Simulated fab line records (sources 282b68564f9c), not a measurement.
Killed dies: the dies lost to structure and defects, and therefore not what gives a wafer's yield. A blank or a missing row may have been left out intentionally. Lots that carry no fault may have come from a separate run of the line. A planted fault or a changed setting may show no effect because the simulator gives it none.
One fault seen from 2 desks | flow rit_cmos | what lay behind the numbers comes last; until then each desk has only its own

## DESK OF THE TOOL OWNER: implanter-03
The tool's own readings at RIT_NRETRO_IMPLANT_08, given as means over the sampled wafers that have a number, one for each lot that went through this tool. Marked OUT: a lot whose mean sits more than 4 standard deviations from the usual mean, which makes it out of limits; the brackets give that distance.
Columns: A = dose_ions_cm2 at RIT_NRETRO_IMPLANT_08, usual 1.0004e+13; B = faraday_current_uA at RIT_NRETRO_IMPLANT_08, usual 31.7
lot  | first seen here | A                            | B
L232 | day 2 06:04     | 1.0006e+13                   | 32.1
L234 | day 2 22:09     | 9.9960e+12                   | 31.2
L238 | day 3 18:49     | 1.0004e+13                   | 31.3
L239 | day 4 00:26     | 1.0016e+13                   | 31.8
L241 | day 4 08:44     | 6.1937e+12 (-99 or more) OUT | 19.5 (-20) OUT
L244 | day 5 00:34     | 6.1823e+12 (-99 or more) OUT | 19.4 (-20) OUT
This desk finds L241, L244 out of limits, L241 being first, at day 4 08:44 (dose_ions_cm2 at RIT_NRETRO_IMPLANT_08). In limits: L232, L234, L238, L239.

## METROLOGY DESK
What the gauges read for every lot (on any tool): the sampled wafers with a number, averaged. Marked OUT: a lot whose mean sits more than 4 standard deviations from the usual mean, which makes it out of limits; the brackets give that distance.
Columns: A = FIELD_OXIDE_LEFT_1_THK at RIT_FOX2_THK_MEAS_90, usual 324 nm; B = NRETRO_TW at RIT_NRETRO_TW_MEAS_10, usual 1049; C = FIELD_OXIDE_LEFT_2_THK at RIT_FOX2_THK_MEAS_91, usual 256 nm
lot  | first seen here | A   | B             | C
L232 | day 1 19:39     | 327 | 1036          | 258
L233 | day 2 03:22     | 323 | 1054          | 254
L234 | day 2 09:00     | 331 | 1055          | 263
L235 | day 2 17:13     | 329 | 1048          | 260
L236 | day 2 22:57     | 315 | 1054          | 247
L238 | day 3 07:32     | 329 | 1051          | 262
L239 | day 3 13:09     | 327 | 1050          | 259
L241 | day 3 18:40     | 326 | 897 (-27) OUT | 258
L242 | day 4 06:41     | 324 | 1050          | 256
L244 | day 4 12:58     | 318 | 906 (-26) OUT | 250
L251 | day 5 19:52     | 333 | 1044          | 265
L252 | day 6 00:25     | 329 | 1048          | 261
L253 | day 6 05:38     | 325 | 1053          | 257
L254 | day 6 11:13     | 321 | 1054          | 254
This desk's finding: out of limits on L241, L244; first on L241, day 4 09:01 (NRETRO_TW at RIT_NRETRO_TW_MEAS_10). In limits: L232, L233, L234, L235, L236, L238, L239, L242, L251, L252, L253, L254.

## TAKEN TOGETHER
At day 4 08:44, on L241, L244, the tool owner's desk was in a position to raise an alarm.
Metrology desk: alarm possible at day 4 09:01 on L241, L244.
On implanter-03, each named lot ran RIT_NRETRO_IMPLANT_08.

## WHAT THE SIMULATOR PUT IN
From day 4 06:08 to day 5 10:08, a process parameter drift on implanter-03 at RIT_NRETRO_IMPLANT_08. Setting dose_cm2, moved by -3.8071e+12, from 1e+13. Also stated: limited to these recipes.
Struck lots among those shown: L241, L244.
Time in hours from fault onset to the first out-of-limits reading at each desk: tool owner's desk 3, metrology desk 3.
